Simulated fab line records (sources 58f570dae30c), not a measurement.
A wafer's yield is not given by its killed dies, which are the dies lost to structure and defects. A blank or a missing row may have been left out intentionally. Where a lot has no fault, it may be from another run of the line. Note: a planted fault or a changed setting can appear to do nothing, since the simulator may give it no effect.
Which tool did it? -- flow berkeleyCmos170 -- Sampling: 14 lots, 42 wafers, 6 of 331 route steps

## WHAT THE GAUGES SHOWED, per wafer
UCB170_CONTACT_CD_MEAS_15 targets a cd of 700 nm.
lot,measured,on,cdNm (nm)
L512,day 8 02:39,cdSem-02,698.8 698.4 699.3
L513,day 8 12:22,cdSem-01,703.0 701.4 701.1
L515,day 8 12:37,cdSem-02,698.5 700.3 700.0
L514,day 8 15:04,cdSem-02,700.4 701.6 700.1
L517,day 8 23:32,cdSem-01,699.9 700.1 700.1
L516,day 8 23:53,cdSem-01,700.0 699.0 699.8
L520,day 9 10:02,cdSem-02,701.2 700.0 701.2
L522,day 9 23:45,cdSem-01,702.2 701.0 701.6
L521,day 10 01:40,cdSem-01,699.7 700.4 698.8
L524,day 10 06:15,cdSem-02,701.4 701.2 702.1
L525,day 10 23:56,cdSem-01,699.3 701.0 699.5
L527,day 11 02:19,cdSem-01,700.1 699.2 699.8
L530,day 11 11:05,cdSem-02,699.0 698.5 699.5
L535,day 12 23:14,cdSem-01,697.4 698.1 697.5

UCB170_CONTACT_CD_MEAS_90 targets a cd of 700 nm.
lot,measured,on,cdNm (nm)
L512,day 8 03:10,cdSem-02,698.7 697.6 699.4
L513,day 8 12:47,cdSem-01,703.2 701.5 701.5
L515,day 8 13:02,cdSem-02,698.0 700.6 700.3
L514,day 8 15:29,cdSem-01,700.4 702.3 700.5
L517,day 8 23:58,cdSem-02,699.7 699.8 699.9
L516,day 9 00:23,cdSem-02,700.3 698.9 699.5
L520,day 9 10:28,cdSem-02,700.7 700.5 700.9
L522,day 10 00:10,cdSem-01,702.5 701.3 700.9
L521,day 10 02:05,cdSem-01,699.8 699.6 698.0
L524,day 10 06:40,cdSem-01,700.5 701.1 701.4
L525,day 11 00:24,cdSem-02,699.7 701.1 699.8
L527,day 11 02:44,cdSem-01,699.4 697.9 699.7
L530,day 11 11:31,cdSem-01,698.1 698.7 699.4
L535,day 12 23:40,cdSem-02,697.9 697.8 697.3

UCB170_M2_RS_MEAS_02: measurement is done with a four-point probe.
lot,measured,on,M2_AL_RS (ohm/sq)
L512,day 8 09:10,filmMetro-04,0.03211 0.03199 0.03193
L513,day 8 19:25,filmMetro-02,0.03197 0.03229 0.03222
L515,day 8 21:46,filmMetro-02,0.03217 0.03173 0.0321
L514,day 9 01:11,filmMetro-03,0.03198 0.03231 0.03179
L517,day 9 06:21,filmMetro-04,0.03212 0.03208 0.03223
L516,day 9 07:34,filmMetro-02,0.03229 0.03204 0.03227
L520,day 9 17:27,filmMetro-04,0.03265 0.03283 0.03239
L522,day 10 06:26,filmMetro-03,0.03244 0.03246 0.03239
L521,day 10 09:34,filmMetro-04,0.03219 0.03189 0.03221
L524,day 10 12:43,filmMetro-03,0.03206 0.0322 0.03207
L525,day 11 06:59,filmMetro-02,0.02578 0.03224 0.03209 0.0258 0.03239 0.03213
L527,day 11 09:47,filmMetro-02,0.02568 0.03184 0.032 0.02568 0.03185 0.03204
L530,day 11 17:31,filmMetro-04,0.03273 0.03264 0.03244
L535,day 13 05:37,filmMetro-03,0.03266 0.03212 0.03237

UCB170_M2_THK_MEAS_03: measures by xrf.
lot,measured,on,M2_AL_THK (nm)
L512,day 8 09:17,filmMetro-04,884 886 887
L513,day 8 19:31,filmMetro-02,889 884 883
L515,day 8 21:52,filmMetro-02,887 901 889
L514,day 9 01:18,filmMetro-03,891 882 899
L517,day 9 06:28,filmMetro-04,883 880 878
L516,day 9 07:40,filmMetro-02,880 886 881
L520,day 9 17:34,filmMetro-04,870 864 872
L522,day 10 06:33,filmMetro-03,887 885 891
L521,day 10 09:41,filmMetro-04,886 895 886
L524,day 10 12:49,filmMetro-03,894 891 895
L525,day 11 08:55,filmMetro-02,1098 887 884 1102 882 887
L527,day 11 13:43,filmMetro-02,1109 898 890 1100 896 894
L530,day 11 17:37,filmMetro-04,876 872 878
L535,day 13 05:44,filmMetro-03,881 892 887

## WHAT TOOL EACH LOT RAN ON (gives the tool, then ch and the chambers of the sampled wafers, and finally the start)
lot,UCB170_CONTACT_STRIP_19,UCB170_M2_SPUTTER_01
L512,"plasmaAsher-03 ch 0,1, day 8 03:04","pvdSputter-04, day 8 09:05"
L513,"plasmaAsher-03 ch 0,1, day 8 12:40","pvdSputter-04, day 8 19:18"
L515,"plasmaAsher-02 ch 0,1, day 8 12:55","pvdSputter-03, day 8 21:40"
L514,"plasmaAsher-03 ch 0,1, day 8 15:23","pvdSputter-03, day 9 01:05"
L517,"plasmaAsher-04 ch 0,1, day 8 23:52","pvdSputter-03, day 9 06:16"
L516,"plasmaAsher-02 ch 0,1, day 9 00:13","pvdSputter-04, day 9 07:26"
L520,"plasmaAsher-03 ch 0,1, day 9 10:22","pvdSputter-02, day 9 17:22"
L522,"plasmaAsher-02 ch 0,1, day 10 00:04","pvdSputter-02, day 10 06:20"
L521,"plasmaAsher-02 ch 0, day 10 01:59","pvdSputter-03, day 10 09:28"
L524,"plasmaAsher-03 ch 0,1, day 10 06:33","pvdSputter-04, day 10 12:36"
L525,"plasmaAsher-03 ch 0,1, day 11 00:15","pvdSputter-04, day 11 06:52"
L527,"plasmaAsher-02 ch 0,1, day 11 02:37","pvdSputter-04, day 11 09:40"
L530,"plasmaAsher-04 ch 0, day 11 11:23","pvdSputter-02, day 11 17:25"
L535,"plasmaAsher-04 ch 0,1, day 12 23:34","pvdSputter-02, day 13 05:32"
- UCB170_CONTACT_STRIP_19: strips in O2.
- UCB170_M2_SPUTTER_01: material Al, target thk 900 nm, time 120 s.

## AS READ BY THE TOOLS THEMSELVES (means over the sampled wafers that have a number; for cases with no such wafer, the mark the record gives instead)
UCB170_CONTACT_STRIP_19.
lot,tool,drypumpMotorCurrentA (A),oesProductAu (a.u.)
L512,plasmaAsher-03,5.9,0.726
L513,plasmaAsher-03,6.0,0.728
L515,plasmaAsher-02,5.5,0.727
L514,plasmaAsher-03,6.0,0.725
L517,plasmaAsher-04,6.4,0.722
L516,plasmaAsher-02,5.6,0.724
L520,plasmaAsher-03,6.0,0.724
L522,plasmaAsher-02,5.1,0.723
L521,plasmaAsher-02,6.0,0.723
L524,plasmaAsher-03,6.0,0.729
L525,plasmaAsher-03,6.0,0.723
L527,plasmaAsher-02,5.1,0.722
L530,plasmaAsher-04,6.3,0.725
L535,plasmaAsher-04,6.4,0.728

UCB170_M2_SPUTTER_01.
lot,tool,cathodeDcPowerW (W),throttleValvePct (%)
L512,pvdSputter-04,5999.8,30.0
L513,pvdSputter-04,5999.1,30.2
L515,pvdSputter-03,5999.4,30.8
L514,pvdSputter-03,5998.3,30.6
L517,pvdSputter-03,6000.4,30.5
L516,pvdSputter-04,5999.2,30.4
L520,pvdSputter-02,5999.4,29.5
L522,pvdSputter-02,5999.9,30.3
L521,pvdSputter-03,6000.0,30.5
L524,pvdSputter-04,6000.5,29.2
L525,pvdSputter-04,6495.1,30.5
L527,pvdSputter-04,6495.7,29.8
L530,pvdSputter-02,6000.1,30.1
L535,pvdSputter-02,6000.2,29.7

## THE ANSWER, worked out from the rows above alone
Rule: what is usual is taken from the lots themselves. The widest of any qualifying gaps counts: lots, ordered by their means at a reading, are off when they make up no more than a third of the lots, leave a main group of 4 or more, and stand apart from it by 3 or more times the standard deviation of that group's means. If all means in a main group match to the digits the tables above print for the reading, that group is not used. A lot without any number at a reading at which 4 lots or more have one is off too. All remaining lots with rows at the step are treated as sound. First the gauges in route order, then the tools' own readings, where a lot's mean is used as printed above. At the first step where some lot is off, the reading lying furthest off is the one used; lots without a number count as furthest.
Off: at UCB170_M2_RS_MEAS_02 (M2_AL_RS), L525, L527. Main group: mean 0.03223 ohm/sq, sd 0.00021.
A tool fits if, at a process step before that reading, it ran every lot that is off, and no sound lot after the first of them. The gauges at UCB170_M2_RS_MEAS_02 aren't tried: what is off there is off at UCB170_M2_SPUTTER_01 too, on other tools, and a gauge's error can't cause that. One candidate fits, namely pvdSputter-04 at UCB170_M2_SPUTTER_01. Its last sound lot is L524 (day 10 12:36), its first lot that is off L525 (day 11 06:52): a fault that began between those two fits.
On the lots that are off, the tool's own readings at UCB170_M2_SPUTTER_01 differ by more than 5 times the standard deviation of the sound lots' means, which bears it out; cathodeDcPowerW reads 6495.4 W there versus 5999.7 W on the sound lots.

## WHAT HAD BEEN PUT IN BY THE SIMULATOR
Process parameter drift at UCB170_M2_SPUTTER_01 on pvdSputter-04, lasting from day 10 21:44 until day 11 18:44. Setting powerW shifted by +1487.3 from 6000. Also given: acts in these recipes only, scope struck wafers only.
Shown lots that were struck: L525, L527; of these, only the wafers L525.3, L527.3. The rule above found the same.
